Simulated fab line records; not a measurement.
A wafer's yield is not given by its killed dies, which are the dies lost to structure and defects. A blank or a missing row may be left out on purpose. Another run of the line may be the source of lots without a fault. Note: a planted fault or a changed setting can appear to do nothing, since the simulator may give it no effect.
Problem report, 8D (eight disciplines) form, completed by code :: flow rit cmos :: the parts of the form that need people (team, actions taken, sign-off) are left out

== 1. THE ISSUE ==
At RIT_NSD_COAT_01, spin speed rpm averages 3017.2 rpm over 6 wafers from 2 lots, while fault-free wafers read 3249.9 rpm, standard deviation 2.4. That puts it -97 standard deviations away from the usual mean.
The step: resist thk 1000 nm.
Earliest sighting: wafer L301.2 on litho track-01 at day 4 15:43. The record holds 39 wafers of 13 lots with a number at this step. By rule, "out" or "out of limits" means more than 4 standard deviations away from the usual mean. All remaining wafers that have a number are taken as sound.

== 2. WHAT IT IS; WHAT IT IS NOT ==
question: which readings at this step
is: spin speed rpm
is not: -

question: which lots
is: L301, L303
is not: L295, L296, L297, L298, L304, L308, L310, L312, L313, L314, L318

question: which wafers of those lots
is: all that have a number
is not: -

question: read on which tools
is: litho track-01
is not: litho track-02, litho track-03

question: when
is: from day 4 15:43
is not: up to then (12 sound wafers); but 21 sound wafers of L304, L308, L310, L312, L313, L314, L318 came after

== 3. SUSPECTS, AND WHAT RULES EACH OUT ==
Counting: a tool at any process step up to the reading remains a suspect when it ran all the lots that are out and ran no sound lot after the first of those.
- litho track-01 at RIT_NSD_COAT_01 (resist thk 1000 nm): kept. It processed each lot that is out, first L301 at day 4 15:43, and no sound lot thereafter; up to then, the last sound lot it processed was L298 at day 4 02:39. Its own spin speed rpm readings are out on those wafers.
After counting, what remains is litho track-01 at RIT_NSD_COAT_01.

== 4. THE CAUSE (what the simulator had put in) ==
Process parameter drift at RIT_NSD_COAT_01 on litho track-01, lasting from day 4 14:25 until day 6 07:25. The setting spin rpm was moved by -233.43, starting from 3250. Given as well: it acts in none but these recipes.
Only this tool survived the counting.

== 5. THE EFFECT CHAIN, in route order ==
Each row: a reading where the mean over the struck wafers with a number is more than 3 standard deviations away from the usual. Readings are gone through only where the record gives a usual standard deviation; hours: the median, over the lots, of the time from a lot's start at the first step in this table giving one to that lot's start at this step; sigmas: the change measured in usual standard deviations.
hours: 0
step: RIT_NSD_COAT_01
reading: spin speed rpm
usual: 3249.9 rpm
on struck wafers: 3017.2
change: -232.7
sigmas: -97
The process steps in it:
- RIT_NSD_COAT_01: resist thk 1000 nm.

== 6. HOW IT WOULD HAVE BEEN CAUGHT EARLIER ==
In this record the first reading out of limits was taken at day 4 15:43, 1 hour after the fault began at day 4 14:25.
